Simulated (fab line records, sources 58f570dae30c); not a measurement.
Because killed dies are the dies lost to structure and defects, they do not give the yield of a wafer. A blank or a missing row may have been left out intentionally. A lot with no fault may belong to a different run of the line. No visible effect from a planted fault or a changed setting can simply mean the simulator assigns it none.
Split-lot study + flow berkeley_cmos170 + 23 wafers read from 5 lots, route of 331 steps

== ABOUT THE SPLIT ==
At UCB170_NVT_COAT_01 (resist thk 900 nm), the setting resist_thk_nm was moved away from the recipe's 900 nm on 9 of the 23 wafers read, by -5.0% to -2.1%. All remaining wafers had this setting at the recipe value.

Reading taken at the split's own step.

== THE READING ==
KrF_of_NVT_COAT_01.thk_nm (the simulator's own value, which no gauge read), in nm, at UCB170_NVT_COAT_01 (resist thk 900 nm). No usual value for it is given in the file. Here, 14 wafers ran the recipe; their average is 901.1 nm with a standard deviation of 3 nm.

| wafer  | tool, chamber at the split | resist_thk_nm as run, nm | against the recipe | KrF_of_NVT_COAT_01.thk_nm, nm | against lot-mates on the recipe |
|--------|----------------------------|--------------------------|--------------------|-------------------------------|---------------------------------|
| L074.1 | litho_track-02, 0          | 856.5                    | -4.8%              | 853.2                         | -44.6                           |
| L074.2 | litho_track-02, 0          | 900                      | recipe             | 899.4                         | -                               |
| L074.3 | litho_track-02, 0          | 900                      | recipe             | 896.6                         | -                               |
| L074.4 | litho_track-02, 0          | 856.5                    | -4.8%              | 856.2                         | -41.6                           |
| L074.5 | litho_track-02, 0          | 900                      | recipe             | 897.5                         | -                               |
| L077.1 | litho_track-03, 0          | 873.3                    | -3.0%              | 875.4                         | -26.5                           |
| L077.2 | litho_track-03, 0          | 900                      | recipe             | 902.2                         | -                               |
| L077.3 | litho_track-03, 0          | 900                      | recipe             | 903.5                         | -                               |
| L077.4 | litho_track-03, 0          | 873.3                    | -3.0%              | 877                           | -24.9                           |
| L077.5 | litho_track-03, 0          | 900                      | recipe             | 900.1                         | -                               |
| L078.2 | litho_track-01, 0          | 900                      | recipe             | 900.5                         | -                               |
| L078.3 | litho_track-01, 0          | 900                      | recipe             | 899.6                         | -                               |
| L078.4 | litho_track-01, 0          | 880.7                    | -2.1%              | 881                           | -20.4                           |
| L078.5 | litho_track-01, 0          | 900                      | recipe             | 904                           | -                               |
| L078.6 | litho_track-01, 0          | 880.7                    | -2.1%              | 882.1                         | -19.3                           |
| L079.2 | litho_track-03, 0          | 900                      | recipe             | 906                           | -                               |
| L079.4 | litho_track-03, 0          | 900                      | recipe             | 904.2                         | -                               |
| L079.5 | litho_track-03, 0          | 900                      | recipe             | 905.5                         | -                               |
| L083.1 | litho_track-03, 0          | 855.2                    | -5.0%              | 855.2                         | -42.8                           |
| L083.2 | litho_track-03, 0          | 855.2                    | -5.0%              | 856.3                         | -41.7                           |
| L083.3 | litho_track-03, 0          | 855.2                    | -5.0%              | 852.9                         | -45.1                           |
| L083.4 | litho_track-03, 0          | 900                      | recipe             | 897.8                         | -                               |
| L083.6 | litho_track-03, 0          | 900                      | recipe             | 898.1                         | -                               |

FIT RESULTS
A straight line over all 23 wafers: KrF_of_NVT_COAT_01.thk_nm changes by +9.31 nm for each +1% of resist_thk_nm; r = +0.99; the points scatter about the line by 2.8 nm.
The same after taking each lot's own level away (the mean of its wafers on the recipe; 23 wafers): +8.77 nm for each +1%; r = +1.00; scatter 1.4 nm.
Per that fit: largest resist_thk_nm move, reading shift of 44 nm.
The span of the lots' own levels, 897.83 to 905.23 nm, comes to 2.4 times the standard deviation stated above.
So the lot-to-lot level changes the slope little: the two slopes agree.
Check: -43.9 nm against its lot-mates is what the line predicts for one of the wafers moved furthest among these (-5.0%) when that wafer is left out of the fit. Against them it came out at -42.8 nm.

== OTHER SPLITS APPLIED TO THESE WAFERS ==
Before the reading, these wafers also passed through other splits. Each is held against what the fit with the lots' levels taken away leaves over:
| other split on the same wafers      | wafers away from the commonest value | r with KrF_of_NVT_COAT_01.thk_nm (lot level and that fit taken away) |
|-------------------------------------|--------------------------------------|----------------------------------------------------------------------|
| UCB170_ZERO_COAT_01 spin_rpm        | 5                                    | -0.15                                                                |
| UCB170_ZERO_STRIP_07 o2_flow_sccm   | 2                                    | -0.04                                                                |
| UCB170_ACTIVE_OXIDATION_02 temp_c   | 15                                   | -0.01                                                                |
| UCB170_PFIELD_IMPLANT_07 energy_kev | 11                                   | -0.41                                                                |

== THE WHOLE CHAIN: every reading that the file lists as answering this split, in the file's order ==
| step                | what it does      | reading                                                                    | change (the file's fit)              | r (the file's) |
|---------------------|-------------------|----------------------------------------------------------------------------|--------------------------------------|----------------|
| UCB170_NVT_COAT_01  | resist thk 900 nm | KrF_of_NVT_COAT_01.thk_nm (the simulator's own value, which no gauge read) | +8.81 nm for each +1% of the setting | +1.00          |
| UCB170_NVT_STRIP_08 | strips in O2      | strip_time_to_endpoint_s                                                   | withheld for each +1% of the setting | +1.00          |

== FILE'S OWN FIT ==
KrF_of_NVT_COAT_01.thk_nm changes by +8.81 nm for each +1% of resist_thk_nm, r = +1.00.
